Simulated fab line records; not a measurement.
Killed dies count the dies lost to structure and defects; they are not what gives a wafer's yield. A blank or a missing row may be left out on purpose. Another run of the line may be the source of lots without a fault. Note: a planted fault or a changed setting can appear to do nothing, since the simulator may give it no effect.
Which tool was responsible? || flow berkeley_cmos170 || 14 lots with 42 wafers sampled at 5 steps, on a route of 331 steps

WHAT EACH GAUGE READ, for each wafer
UCB170_M3_RS_MEAS_02: a four-point-probe measurement. Usual: M3_AL_RS 0.0322 ohm/sq, standard deviation 0.00032.
{"lot": "L901", "measured": "day 9 19:13", "on": "film_metro-03", "M3_AL_RS (ohm/sq)": "0.0321 0.0317 0.0321", "flag": ""}
{"lot": "L904", "measured": "day 9 21:01", "on": "film_metro-04", "M3_AL_RS (ohm/sq)": "0.0319 0.0320 0.0316", "flag": ""}
{"lot": "L905", "measured": "day 9 21:28", "on": "film_metro-03", "M3_AL_RS (ohm/sq)": "0.0325 0.0322 0.0324", "flag": ""}
{"lot": "L906", "measured": "day 9 20:14", "on": "film_metro-04", "M3_AL_RS (ohm/sq)": "0.0326 0.0323 0.0322", "flag": ""}
{"lot": "L900", "measured": "day 9 20:29", "on": "film_metro-03", "M3_AL_RS (ohm/sq)": "0.0321 0.0323 0.0322", "flag": ""}
{"lot": "L907", "measured": "day 10 08:43", "on": "film_metro-04", "M3_AL_RS (ohm/sq)": "0.0323 0.0322 0.0323", "flag": ""}
{"lot": "L911", "measured": "day 10 14:16", "on": "film_metro-03", "M3_AL_RS (ohm/sq)": "0.0324 0.0319 0.0326", "flag": ""}
{"lot": "L910", "measured": "day 10 11:28", "on": "film_metro-01", "M3_AL_RS (ohm/sq)": "0.0318 0.0317 0.0318", "flag": ""}
{"lot": "L908", "measured": "day 10 10:14", "on": "film_metro-03", "M3_AL_RS (ohm/sq)": "0.0324 0.0323 0.0323", "flag": ""}
{"lot": "L909", "measured": "day 11 02:38", "on": "film_metro-03", "M3_AL_RS (ohm/sq)": "0.0316 0.0320 0.0320", "flag": ""}
{"lot": "L919", "measured": "day 12 13:30", "on": "film_metro-03", "M3_AL_RS (ohm/sq)": "0.0318 0.0325 0.0325", "flag": ""}
{"lot": "L920", "measured": "day 12 13:12", "on": "film_metro-01", "M3_AL_RS (ohm/sq)": "0.0318 0.0317 0.0322", "flag": ""}
{"lot": "L922", "measured": "day 13 09:28", "on": "film_metro-01", "M3_AL_RS (ohm/sq)": "0.0323 0.0323 0.0321", "flag": ""}
{"lot": "L921", "measured": "day 13 11:11", "on": "film_metro-03", "M3_AL_RS (ohm/sq)": "0.0319 0.0312 0.0314", "flag": ""}

UCB170_M3_CD_MEAS_15: the cd target is 700 nm. Usual: cd_nm at 700.1 nm, with a standard deviation of 1.5.
{"lot": "L901", "measured": "day 9 21:26", "on": "cd_sem-01", "cd_nm (nm)": "703.3 702.8 703.2", "flag": ""}
{"lot": "L904", "measured": "day 9 23:58", "on": "cd_sem-01", "cd_nm (nm)": "698.3 698.5 699.2", "flag": ""}
{"lot": "L905", "measured": "day 10 00:48", "on": "cd_sem-01", "cd_nm (nm)": "701.6 702.2 703.3", "flag": ""}
{"lot": "L906", "measured": "day 9 23:02", "on": "cd_sem-01", "cd_nm (nm)": "699.0 698.8 699.2", "flag": ""}
{"lot": "L900", "measured": "day 9 23:20", "on": "cd_sem-01", "cd_nm (nm)": "702.0 700.7 702.2", "flag": ""}
{"lot": "L907", "measured": "day 10 10:29", "on": "cd_sem-01", "cd_nm (nm)": "699.0 697.9 700.5", "flag": ""}
{"lot": "L911", "measured": "day 10 16:01", "on": "cd_sem-01", "cd_nm (nm)": "699.3 698.2 698.0", "flag": ""}
{"lot": "L910", "measured": "day 10 13:13", "on": "cd_sem-01", "cd_nm (nm)": "697.7 699.2 698.3", "flag": ""}
{"lot": "L908", "measured": "day 10 12:11", "on": "cd_sem-02", "cd_nm (nm)": "698.4 699.4 697.5", "flag": ""}
{"lot": "L909", "measured": "day 11 04:47", "on": "cd_sem-01", "cd_nm (nm)": "700.7 699.4 699.3", "flag": ""}
{"lot": "L919", "measured": "day 12 16:08", "on": "cd_sem-01", "cd_nm (nm)": "701.6 700.3 701.0", "flag": ""}
{"lot": "L920", "measured": "day 12 15:31", "on": "cd_sem-02", "cd_nm (nm)": "700.0 699.3 700.8", "flag": ""}
{"lot": "L922", "measured": "day 13 11:41", "on": "cd_sem-02", "cd_nm (nm)": "698.4 699.4 698.5", "flag": ""}
{"lot": "L921", "measured": "day 13 13:16", "on": "cd_sem-02", "cd_nm (nm)": "700.3 700.6 701.3", "flag": ""}

UCB170_M3_CD_MEAS_90: the cd target is 700 nm. Usual: cd_nm at 700 nm, with a standard deviation of 3.2.
{"lot": "L901", "measured": "day 9 21:55", "on": "cd_sem-02", "cd_nm (nm)": "705 703 703", "flag": ""}
{"lot": "L904", "measured": "day 10 00:27", "on": "cd_sem-02", "cd_nm (nm)": "704 703 704", "flag": ""}
{"lot": "L905", "measured": "day 10 01:17", "on": "cd_sem-02", "cd_nm (nm)": "700 701 700", "flag": ""}
{"lot": "L906", "measured": "day 9 23:37", "on": "cd_sem-02", "cd_nm (nm)": "694 699 700", "flag": ""}
{"lot": "L900", "measured": "day 9 23:53", "on": "cd_sem-02", "cd_nm (nm)": "698 699 702", "flag": ""}
{"lot": "L907", "measured": "day 10 10:58", "on": "cd_sem-01", "cd_nm (nm)": "697 701 704", "flag": ""}
{"lot": "L911", "measured": "day 10 16:30", "on": "cd_sem-02", "cd_nm (nm)": "695 699 697", "flag": ""}
{"lot": "L910", "measured": "day 10 13:41", "on": "cd_sem-02", "cd_nm (nm)": "701 702 699", "flag": ""}
{"lot": "L908", "measured": "day 10 12:52", "on": "cd_sem-01", "cd_nm (nm)": "703 704 700", "flag": ""}
{"lot": "L909", "measured": "day 11 05:28", "on": "cd_sem-02", "cd_nm (nm)": "702 698 698", "flag": ""}
{"lot": "L919", "measured": "day 12 16:48", "on": "cd_sem-02", "cd_nm (nm)": "703 699 700", "flag": ""}
{"lot": "L920", "measured": "day 12 16:01", "on": "cd_sem-02", "cd_nm (nm)": "702 701 696", "flag": ""}
{"lot": "L922", "measured": "day 13 12:10", "on": "cd_sem-02", "cd_nm (nm)": "699 703 698", "flag": ""}
{"lot": "L921", "measured": "day 13 13:45", "on": "cd_sem-01", "cd_nm (nm)": "699 700 699", "flag": ""}

EACH LOT AND THE TOOL THAT RAN IT (in order: tool; ch and the chambers of the sampled wafers; start)
{"lot": "L901", "UCB170_ACTIVE_ETCH_15": "rie_diel-01 ch 0,1,3, day 5 17:59", "UCB170_ACTIVE_STRIP_16": "plasma_asher-03 ch 1, day 5 18:05"}
{"lot": "L904", "UCB170_ACTIVE_ETCH_15": "rie_diel-04 ch 0,2,3, day 5 21:17", "UCB170_ACTIVE_STRIP_16": "plasma_asher-01 ch 0,1, day 5 21:23"}
{"lot": "L905", "UCB170_ACTIVE_ETCH_15": "rie_diel-01 ch 1,2, day 5 21:24", "UCB170_ACTIVE_STRIP_16": "plasma_asher-03 ch 0,1, day 5 21:32"}
{"lot": "L906", "UCB170_ACTIVE_ETCH_15": "rie_diel-01 ch 0,1,3, day 5 21:34", "UCB170_ACTIVE_STRIP_16": "plasma_asher-01 ch 0,1, day 5 21:40"}
{"lot": "L900", "UCB170_ACTIVE_ETCH_15": "rie_diel-03 ch 2,3, day 5 22:17", "UCB170_ACTIVE_STRIP_16": "plasma_asher-04 ch 0,1, day 5 22:23"}
{"lot": "L907", "UCB170_ACTIVE_ETCH_15": "rie_diel-03 ch 2,3, day 6 06:31", "UCB170_ACTIVE_STRIP_16": "plasma_asher-04 ch 0,1, day 6 06:37"}
{"lot": "L911", "UCB170_ACTIVE_ETCH_15": "rie_diel-03 ch 1,2, day 6 14:52", "UCB170_ACTIVE_STRIP_16": "plasma_asher-01 ch 0,1, day 6 14:58"}
{"lot": "L910", "UCB170_ACTIVE_ETCH_15": "rie_diel-04 ch 0,2,3, day 6 15:07", "UCB170_ACTIVE_STRIP_16": "plasma_asher-04 ch 0,1, day 6 15:13"}
{"lot": "L908", "UCB170_ACTIVE_ETCH_15": "rie_diel-01 ch 1,2,3, day 6 15:14", "UCB170_ACTIVE_STRIP_16": "plasma_asher-03 ch 0,1, day 6 15:20"}
{"lot": "L909", "UCB170_ACTIVE_ETCH_15": "rie_diel-03 ch 0,2,3, day 7 00:24", "UCB170_ACTIVE_STRIP_16": "plasma_asher-01 ch 0,1, day 7 00:30"}
{"lot": "L919", "UCB170_ACTIVE_ETCH_15": "rie_diel-01 ch 1,3, day 8 12:25", "UCB170_ACTIVE_STRIP_16": "plasma_asher-03 ch 0,1, day 8 12:31"}
{"lot": "L920", "UCB170_ACTIVE_ETCH_15": "rie_diel-03 ch 0,2,3, day 8 12:25", "UCB170_ACTIVE_STRIP_16": "plasma_asher-01 ch 0,1, day 8 12:34"}
{"lot": "L922", "UCB170_ACTIVE_ETCH_15": "rie_diel-03 ch 0,1,2, day 9 06:19", "UCB170_ACTIVE_STRIP_16": "plasma_asher-01 ch 0,1, day 9 06:26"}
{"lot": "L921", "UCB170_ACTIVE_ETCH_15": "rie_diel-01 ch 0,1, day 9 06:33", "UCB170_ACTIVE_STRIP_16": "plasma_asher-03 ch 0,1, day 9 06:39"}
- UCB170_ACTIVE_ETCH_15: etches Si3N4 in CH3F/Ar/O2, stops on SiO2, target depth 242 nm, time 151 s.
- UCB170_ACTIVE_STRIP_16: strips in O2.

WHAT THE TOOLS THEMSELVES READ (means of the sampled wafers that have a number; where no wafer has one, the mark that the record gives instead)
UCB170_ACTIVE_ETCH_15. Usual: drypump_motor_current_A 5.8 A, standard deviation 0.43; oes_product_au 0.944 a.u., standard deviation 0.015; throttle_valve_pct 8.08 %, standard deviation 0.12.
{"lot": "L901", "tool": "rie_diel-01", "drypump_motor_current_A (A)": 5.7, "oes_product_au (a.u.)": 0.945, "throttle_valve_pct (%)": 8.08, "flag": ""}
{"lot": "L904", "tool": "rie_diel-04", "drypump_motor_current_A (A)": 5.6, "oes_product_au (a.u.)": 0.930, "throttle_valve_pct (%)": 8.07, "flag": ""}
{"lot": "L905", "tool": "rie_diel-01", "drypump_motor_current_A (A)": 5.7, "oes_product_au (a.u.)": 0.946, "throttle_valve_pct (%)": 8.11, "flag": ""}
{"lot": "L906", "tool": "rie_diel-01", "drypump_motor_current_A (A)": 5.7, "oes_product_au (a.u.)": 0.946, "throttle_valve_pct (%)": 8.09, "flag": ""}
{"lot": "L900", "tool": "rie_diel-03", "drypump_motor_current_A (A)": 5.7, "oes_product_au (a.u.)": 0.949, "throttle_valve_pct (%)": 8.08, "flag": ""}
{"lot": "L907", "tool": "rie_diel-03", "drypump_motor_current_A (A)": 5.7, "oes_product_au (a.u.)": 0.953, "throttle_valve_pct (%)": 8.10, "flag": ""}
{"lot": "L911", "tool": "rie_diel-03", "drypump_motor_current_A (A)": 6.2, "oes_product_au (a.u.)": 0.933, "throttle_valve_pct (%)": 8.01, "flag": ""}
{"lot": "L910", "tool": "rie_diel-04", "drypump_motor_current_A (A)": 5.6, "oes_product_au (a.u.)": 0.941, "throttle_valve_pct (%)": 8.07, "flag": ""}
{"lot": "L908", "tool": "rie_diel-01", "drypump_motor_current_A (A)": 5.4, "oes_product_au (a.u.)": 0.944, "throttle_valve_pct (%)": 8.15, "flag": ""}
{"lot": "L909", "tool": "rie_diel-03", "drypump_motor_current_A (A)": 5.8, "oes_product_au (a.u.)": 0.940, "throttle_valve_pct (%)": 8.13, "flag": ""}
{"lot": "L919", "tool": "rie_diel-01", "drypump_motor_current_A (A)": 5.6, "oes_product_au (a.u.)": 0.896, "throttle_valve_pct (%)": 8.18, "flag": "OFF"}
{"lot": "L920", "tool": "rie_diel-03", "drypump_motor_current_A (A)": 5.8, "oes_product_au (a.u.)": 0.943, "throttle_valve_pct (%)": 8.13, "flag": ""}
{"lot": "L922", "tool": "rie_diel-03", "drypump_motor_current_A (A)": 6.0, "oes_product_au (a.u.)": 0.934, "throttle_valve_pct (%)": 8.09, "flag": ""}
{"lot": "L921", "tool": "rie_diel-01", "drypump_motor_current_A (A)": 5.9, "oes_product_au (a.u.)": 0.886, "throttle_valve_pct (%)": 8.03, "flag": "OFF"}

UCB170_ACTIVE_STRIP_16. Usual: drypump_motor_current_A 5.91 A, standard deviation 0.25; oes_product_au 0.721 a.u., standard deviation 0.0044; strip_time_to_endpoint_s 18.09 s, standard deviation 0.081.
{"lot": "L901", "tool": "plasma_asher-03", "drypump_motor_current_A (A)": 6.27, "oes_product_au (a.u.)": 0.722, "strip_time_to_endpoint_s (s)": 18.10, "flag": ""}
{"lot": "L904", "tool": "plasma_asher-01", "drypump_motor_current_A (A)": 5.68, "oes_product_au (a.u.)": 0.721, "strip_time_to_endpoint_s (s)": 17.96, "flag": ""}
{"lot": "L905", "tool": "plasma_asher-03", "drypump_motor_current_A (A)": 6.03, "oes_product_au (a.u.)": 0.719, "strip_time_to_endpoint_s (s)": 18.13, "flag": ""}
{"lot": "L906", "tool": "plasma_asher-01", "drypump_motor_current_A (A)": 5.69, "oes_product_au (a.u.)": 0.721, "strip_time_to_endpoint_s (s)": 18.07, "flag": ""}
{"lot": "L900", "tool": "plasma_asher-04", "drypump_motor_current_A (A)": 6.01, "oes_product_au (a.u.)": 0.724, "strip_time_to_endpoint_s (s)": 18.07, "flag": ""}
{"lot": "L907", "tool": "plasma_asher-04", "drypump_motor_current_A (A)": 6.00, "oes_product_au (a.u.)": 0.720, "strip_time_to_endpoint_s (s)": 18.01, "flag": ""}
{"lot": "L911", "tool": "plasma_asher-01", "drypump_motor_current_A (A)": 5.69, "oes_product_au (a.u.)": 0.718, "strip_time_to_endpoint_s (s)": 18.15, "flag": ""}
{"lot": "L910", "tool": "plasma_asher-04", "drypump_motor_current_A (A)": 6.12, "oes_product_au (a.u.)": 0.721, "strip_time_to_endpoint_s (s)": 17.98, "flag": ""}
{"lot": "L908", "tool": "plasma_asher-03", "drypump_motor_current_A (A)": 6.03, "oes_product_au (a.u.)": 0.717, "strip_time_to_endpoint_s (s)": 18.12, "flag": ""}
{"lot": "L909", "tool": "plasma_asher-01", "drypump_motor_current_A (A)": 5.68, "oes_product_au (a.u.)": 0.722, "strip_time_to_endpoint_s (s)": 18.06, "flag": ""}
{"lot": "L919", "tool": "plasma_asher-03", "drypump_motor_current_A (A)": 6.15, "oes_product_au (a.u.)": 0.723, "strip_time_to_endpoint_s (s)": 17.70, "flag": "OFF"}
{"lot": "L920", "tool": "plasma_asher-01", "drypump_motor_current_A (A)": 5.63, "oes_product_au (a.u.)": 0.721, "strip_time_to_endpoint_s (s)": 17.97, "flag": ""}
{"lot": "L922", "tool": "plasma_asher-01", "drypump_motor_current_A (A)": 5.65, "oes_product_au (a.u.)": 0.721, "strip_time_to_endpoint_s (s)": 18.19, "flag": ""}
{"lot": "L921", "tool": "plasma_asher-03", "drypump_motor_current_A (A)": 6.03, "oes_product_au (a.u.)": 0.720, "strip_time_to_endpoint_s (s)": 17.91, "flag": ""}

THE ANSWER, worked out from the rows above alone
Rule: take the mean of a lot's wafers that have a number; if it is more than 3 standard deviations from the usual mean, the lot is off. Also off: a lot with no number at a reading for which 4 or more lots have one. Where the step has rows for the other lots, those lots are counted as sound. After the gauges, taken in route order, come the tools' own readings; for these a lot's mean is taken, as printed above. The first step at which some lot is off is used, and at that step the reading that is off furthest; a lot without a number counts as furthest.
Off, at UCB170_ACTIVE_ETCH_15 on oes_product_au: L919, L921.
If a tool, at that step or one of the process steps before it, ran each lot that is off and ran no sound lot following the first of them, it fits. One fits: rie_diel-01 at UCB170_ACTIVE_ETCH_15. A fault onset in the window from L908 (day 6 15:14, its last sound lot) to L919 (day 8 12:25, its first lot off) fits.
The tool's own readings at UCB170_ACTIVE_ETCH_15 bear it out: on the lots that are off they differ by more than 5 times the standard deviation of the sound lots' means. oes_product_au reads 0.891 a.u. there against 0.942 a.u. on the sound lots.

WHAT THE SIMULATOR HAD PUT IN
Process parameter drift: rie_diel-01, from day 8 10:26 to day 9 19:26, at UCB170_ACTIVE_ETCH_15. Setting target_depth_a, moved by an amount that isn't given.
Struck lots among those shown: L919, L921. The rule above reached the same finding.
